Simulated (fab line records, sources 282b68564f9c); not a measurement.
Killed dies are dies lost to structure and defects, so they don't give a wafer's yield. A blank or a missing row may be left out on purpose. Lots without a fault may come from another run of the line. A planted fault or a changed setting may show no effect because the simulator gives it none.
Which tool did it? | flow rit_cmos | 13 lots, 39 wafers sampled, at 2 steps of a route of 202

WHAT THE GAUGES READ, wafer by wafer
RIT_GATE_THK_MEAS_09. Usual: GATE_POLY_THK 250.8 nm, standard deviation 2.
lot  | measured    | on            | GATE_POLY_THK (nm) | flag
L807 | day 2 12:22 | film_metro-01 | 250.1 249.3 251.6  |
L808 | day 2 17:20 | film_metro-02 | 247.4 248.2 249.1  |
L810 | day 3 03:08 | film_metro-03 | 250.1 249.5 249.9  |
L813 | day 3 18:20 | film_metro-03 | 250.5 254.6 251.4  |
L815 | day 4 04:37 | film_metro-01 | 246.4 249.0 249.6  |
L816 | day 4 10:51 | film_metro-01 | 313.0 311.5 315.3  | OFF
L819 | day 5 00:59 | film_metro-01 | 250.7 251.2 250.5  |
L820 | day 5 09:06 | film_metro-02 | 252.2 252.6 252.5  |
L821 | day 5 16:39 | film_metro-03 | 253.2 252.3 253.0  |
L824 | day 6 03:01 | film_metro-03 | 249.1 249.4 250.1  |
L825 | day 6 15:26 | film_metro-02 | 251.9 253.0 251.2  |
L827 | day 6 18:59 | film_metro-01 | 252.9 252.7 250.3  |
L830 | day 7 18:25 | film_metro-03 | 252.9 250.3 251.7  |

WHICH TOOL RAN EACH LOT (tool, then ch and the chambers of the sampled wafers, then the start)
lot  | RIT_GATE_CVD_08
L807 | lpcvd-01 ch 1, day 2 10:44
L808 | lpcvd-02 ch 0, day 2 15:43
L810 | lpcvd-02 ch 1, day 3 01:30
L813 | lpcvd-01 ch 0, day 3 16:43
L815 | lpcvd-01 ch 1, day 4 02:59
L816 | lpcvd-02 ch 1, day 4 09:13
L819 | lpcvd-01 ch 1, day 4 23:22
L820 | lpcvd-01 ch 0, day 5 07:28
L821 | lpcvd-01 ch 0, day 5 15:02
L824 | lpcvd-01 ch 0, day 6 01:23
L825 | lpcvd-01 ch 0, day 6 13:49
L827 | lpcvd-01 ch 1, day 6 17:22
L830 | lpcvd-02 ch 1, day 7 16:47
- RIT_GATE_CVD_08: deposits poly-Si from SiH4, target thk 250 nm, time 2220 s.

WHAT THE TOOLS THEMSELVES READ (means of the sampled wafers that have a number; where no wafer has one, the mark that the record gives instead)
RIT_GATE_CVD_08. Usual: zone_power_load_pct 12.1 %, standard deviation 1.4.
lot  | tool     | zone_power_load_pct (%) | flag
L807 | lpcvd-01 | 12.0                    |
L808 | lpcvd-02 | 14.0                    |
L810 | lpcvd-02 | 10.1                    |
L813 | lpcvd-01 | 11.3                    |
L815 | lpcvd-01 | 12.1                    |
L816 | lpcvd-02 | 10.1                    |
L819 | lpcvd-01 | 12.1                    |
L820 | lpcvd-01 | 11.3                    |
L821 | lpcvd-01 | 11.3                    |
L824 | lpcvd-01 | 11.3                    |
L825 | lpcvd-01 | 11.3                    |
L827 | lpcvd-01 | 11.9                    |
L830 | lpcvd-02 | 10.1                    |

THE ANSWER, worked out from the rows above alone
Rule: a lot is off if the mean of its wafers that have a number lies more than 3 standard deviations from the usual mean. A lot without any number at a reading at which 4 lots or more have one is off too. The other lots that the step has rows for count as sound. The gauges are gone through in route order, then the tools' own readings, and for those a lot's mean is taken as printed above. The first step at which some lot is off is used, and at that step the reading that is off furthest; a lot without a number counts as furthest.
Off: L816, at RIT_GATE_THK_MEAS_09 (GATE_POLY_THK).
A tool fits if, at a process step before that reading, it ran every lot that is off, and no sound lot after the first of them. The gauges at RIT_GATE_THK_MEAS_09 are tried like those tools. None of those tried fits.

WHAT THE SIMULATOR HAD PUT IN
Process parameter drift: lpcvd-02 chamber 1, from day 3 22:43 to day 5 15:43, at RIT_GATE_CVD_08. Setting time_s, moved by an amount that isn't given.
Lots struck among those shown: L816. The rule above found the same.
